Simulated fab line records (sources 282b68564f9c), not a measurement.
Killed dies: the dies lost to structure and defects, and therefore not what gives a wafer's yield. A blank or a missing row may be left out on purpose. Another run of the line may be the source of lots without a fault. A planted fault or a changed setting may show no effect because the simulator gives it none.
Which tool did it? -- flow ritCmos -- 42 wafers from 14 lots sampled at 5 of the route's 202 steps

== WHAT THE GAUGES READ, wafer by wafer ==
RIT_ACTIVE_THK_MEAS_04. Usual: for ACTIVE_NITRIDE_THK the level is 150.2 nm and the standard deviation is 1.3.
lot,measured,on,ACTIVE_NITRIDE_THK (nm),flag
L332,day 1 13:32,filmMetro-03,150.6 151.4 150.1,
L333,day 1 18:32,filmMetro-03,147.1 147.8 148.5,
L334,day 1 23:32,filmMetro-03,149.1 150.2 151.3,
L335,day 2 04:32,filmMetro-02,151.4 152.1 151.1,
L337,day 2 14:32,filmMetro-03,149.3 148.7 149.0,
L338,day 2 19:33,filmMetro-03,149.8 148.4 148.8,
L339,day 3 02:31,filmMetro-03,150.3 149.9 150.6,
L341,day 3 10:32,filmMetro-04,150.4 150.0 149.6,
L342,day 3 15:32,filmMetro-03,150.8 152.8 151.1,
L344,day 4 02:34,filmMetro-03,150.8 150.4 150.5,
L345,day 4 06:48,filmMetro-04,150.7 150.8 150.4,
L352,day 5 17:53,filmMetro-02,148.0 148.2 149.9,
L353,day 5 23:03,filmMetro-03,148.7 148.6 148.1,
L354,day 6 03:32,filmMetro-04,149.5 148.5 150.1,

RIT_ACTIVE_CD_MEAS_11 targets a cd of 1400 nm. Usual: cdNm reads 1400.3 nm (standard deviation 2.3).
lot,measured,on,cdNm (nm),flag
L332,day 1 14:34,cdSem-01,1400.0 1401.4 1400.2,
L333,day 1 19:28,cdSem-01,1402.1 1404.2 1403.2,
L334,day 2 00:38,cdSem-01,1399.7 1397.4 1400.2,
L335,day 2 05:26,cdSem-01,1400.6 1399.0 1396.5,
L337,day 2 15:26,cdSem-02,1401.7 1402.7 1404.0,
L338,day 2 20:29,cdSem-01,1401.3 1404.2 1405.1,
L339,day 3 03:33,cdSem-02,1396.4 1397.0 1396.6,
L341,day 3 11:26,cdSem-01,1398.4 1399.7 1397.6,
L342,day 3 16:34,cdSem-01,1402.2 1401.3 1399.7,
L344,day 4 03:29,cdSem-02,1401.1 1402.4 1403.2,
L345,day 4 07:43,cdSem-01,1401.6 1403.0 1402.8,
L352,day 5 18:48,cdSem-01,1401.2 1400.9 1400.9,
L353,day 6 00:08,cdSem-01,1404.2 1401.4 1400.7,
L354,day 6 04:35,cdSem-01,1399.5 1402.4 1400.4,

RIT_PLDD_TW_MEAS_10. Usual: for PLDD_TW the level is 2393 and the standard deviation is 16.
lot,measured,on,PLDD_TW,flag
L332,day 2 19:05,filmMetro-04,2421 2411 2409,
L333,day 3 01:11,filmMetro-03,2372 2393 2372,
L334,day 3 09:44,filmMetro-04,2407 2421 2404,
L335,day 3 11:55,filmMetro-02,2388 2394 2387,
L337,day 3 21:19,filmMetro-03,2371 2385 2380,
L338,day 4 02:16,filmMetro-04,2395 2404 2400,
L339,day 4 11:29,filmMetro-04,2403 2399 2394,
L341,day 4 16:43,filmMetro-03,2369 2369 2372,
L342,day 4 22:01,filmMetro-03,2366 2359 2363,
L344,day 5 10:51,filmMetro-04,2412 2405 2411,
L345,day 5 17:25,filmMetro-04,2424 2422 2420,
L352,day 7 03:02,filmMetro-02,2653 2658 2669 2660 2664 2658,OFF
L353,day 7 05:23,filmMetro-03,2662 2675 2669 2658 2666 2676,OFF
L354,day 7 09:30,filmMetro-02,2391 2382 2394,

RIT_SDANNEAL_RS_MEAS_06: the measuring method here is four-point-probe. Usual: for PLDD_RS the level is 177.8 ohm/sq and the standard deviation is 0.49.
lot,measured,on,PLDD_RS (ohm/sq),flag
L332,day 3 01:57,filmMetro-04,177.9 178.1 178.3,
L333,day 3 08:07,filmMetro-03,178.3 178.9 178.3,
L334,day 3 16:02,filmMetro-03,177.8 177.9 177.6,
L335,day 3 18:19,filmMetro-04,177.1 177.7 177.5,
L337,day 4 03:31,filmMetro-04,177.2 177.9 177.6,
L338,day 4 09:49,filmMetro-03,177.6 177.5 177.4,
L339,day 4 18:28,filmMetro-04,177.8 178.1 178.0,
L341,day 4 23:54,filmMetro-04,177.5 177.1 177.5,
L342,day 5 04:37,filmMetro-04,178.3 178.4 178.1,
L344,day 5 18:14,filmMetro-04,177.8 177.9 178.1,
L345,day 6 00:44,filmMetro-02,177.0 177.5 177.2,
L352,day 7 16:59,filmMetro-04,156.9 156.0 156.3 156.9 156.2 156.2,OFF
L353,day 7 15:36,filmMetro-04,156.5 155.5 155.9 156.4 155.7 155.8,OFF
L354,day 7 16:39,filmMetro-02,178.5 178.2 178.4,

== WHAT TOOL EACH LOT RAN ON (gives the tool, then ch and the chambers of the sampled wafers, and finally the start) ==
lot,RIT_PLDD_IMPLANT_08
L332,"implanter-03 ch 0, day 2 18:46"
L333,"implanter-01 ch 0, day 3 00:53"
L334,"implanter-03 ch 0, day 3 09:25"
L335,"implanter-03 ch 0, day 3 11:36"
L337,"implanter-02 ch 0, day 3 21:00"
L338,"implanter-03 ch 0, day 4 01:56"
L339,"implanter-02 ch 0, day 4 11:09"
L341,"implanter-03 ch 0, day 4 16:24"
L342,"implanter-03 ch 0, day 4 21:41"
L344,"implanter-01 ch 0, day 5 10:31"
L345,"implanter-02 ch 0, day 5 17:06"
L352,"implanter-03 ch 0, day 7 02:43"
L353,"implanter-03 ch 0, day 7 05:07"
L354,"implanter-02 ch 0, day 7 09:11"
- RIT_PLDD_IMPLANT_08

== AS READ BY THE TOOLS THEMSELVES (means over the sampled wafers that have a number; for cases with no such wafer, the mark the record gives instead) ==
RIT_PLDD_IMPLANT_08. Usual: doseIonsCm2 9e+14, standard deviation 1e+12; endStationPressureTorr 7.3e-06 Torr, standard deviation 3.9e-07; faradayCurrentUA 2816, standard deviation 55.
lot,tool,doseIonsCm2,endStationPressureTorr (Torr),faradayCurrentUA,flag
L332,implanter-03,9e+14,7.1e-06,2816,
L333,implanter-01,9e+14,7.4e-06,2834,
L334,implanter-03,9e+14,7.4e-06,2858,
L335,implanter-03,9e+14,7.5e-06,2788,
L337,implanter-02,9e+14,7.1e-06,2775,
L338,implanter-03,9e+14,7.2e-06,2793,
L339,implanter-02,9e+14,7.3e-06,2777,
L341,implanter-03,9e+14,7.6e-06,2801,
L342,implanter-03,9e+14,7.5e-06,2823,
L344,implanter-01,9e+14,7.6e-06,2789,
L345,implanter-02,9e+14,7.0e-06,2821,
L352,implanter-03,1e+15,8.2e-06,4475,OFF
L353,implanter-03,1e+15,8.9e-06,4539,OFF
L354,implanter-02,9e+14,7.2e-06,2816,

== THE ANSWER, worked out from the rows above alone ==
Rule: a lot counts as off when the mean over its wafers that have a number is more than 3 standard deviations away from the usual mean. A lot without any number at a reading at which 4 lots or more have one is off too. The other lots that the step has rows for count as sound. The gauges are gone through in route order, then the tools' own readings, and for those a lot's mean is taken as printed above. At the first step where some lot is off, the reading lying furthest off is the one used; lots without a number count as furthest.
Off: L352, L353, at RIT_PLDD_TW_MEAS_10 (PLDD_TW).
If a tool, at a process step before that reading, ran all the lots that are off and no sound lot after the first of them, it fits. Not tried: the gauges at RIT_PLDD_TW_MEAS_10; whatever is off there is also off at RIT_SDANNEAL_RS_MEAS_06, on other tools, and gauge error can't account for it. One fits: implanter-03 at RIT_PLDD_IMPLANT_08. A fault onset in the window from L342 (day 4 21:41, its last sound lot) to L352 (day 7 02:43, its first lot off) fits.
The tool's own readings at RIT_PLDD_IMPLANT_08 bear it out: on the lots that are off they differ by more than 5 times the standard deviation of the sound lots' means. doseIonsCm2 reads 1e+15 there against 9e+14 on the sound lots; endStationPressureTorr reads 8.5e-06 Torr there against 7.3e-06 Torr on the sound lots; faradayCurrentUA reads 4507 there against 2808 on the sound lots.

== WHAT WAS PUT IN BY THE SIMULATOR ==
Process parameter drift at RIT_PLDD_IMPLANT_08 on implanter-03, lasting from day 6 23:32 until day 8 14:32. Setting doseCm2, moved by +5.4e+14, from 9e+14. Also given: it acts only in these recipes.
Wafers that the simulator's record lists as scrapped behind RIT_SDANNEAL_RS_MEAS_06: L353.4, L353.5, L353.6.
Lots struck among those shown: L352, L353. The same result came from the rule above.
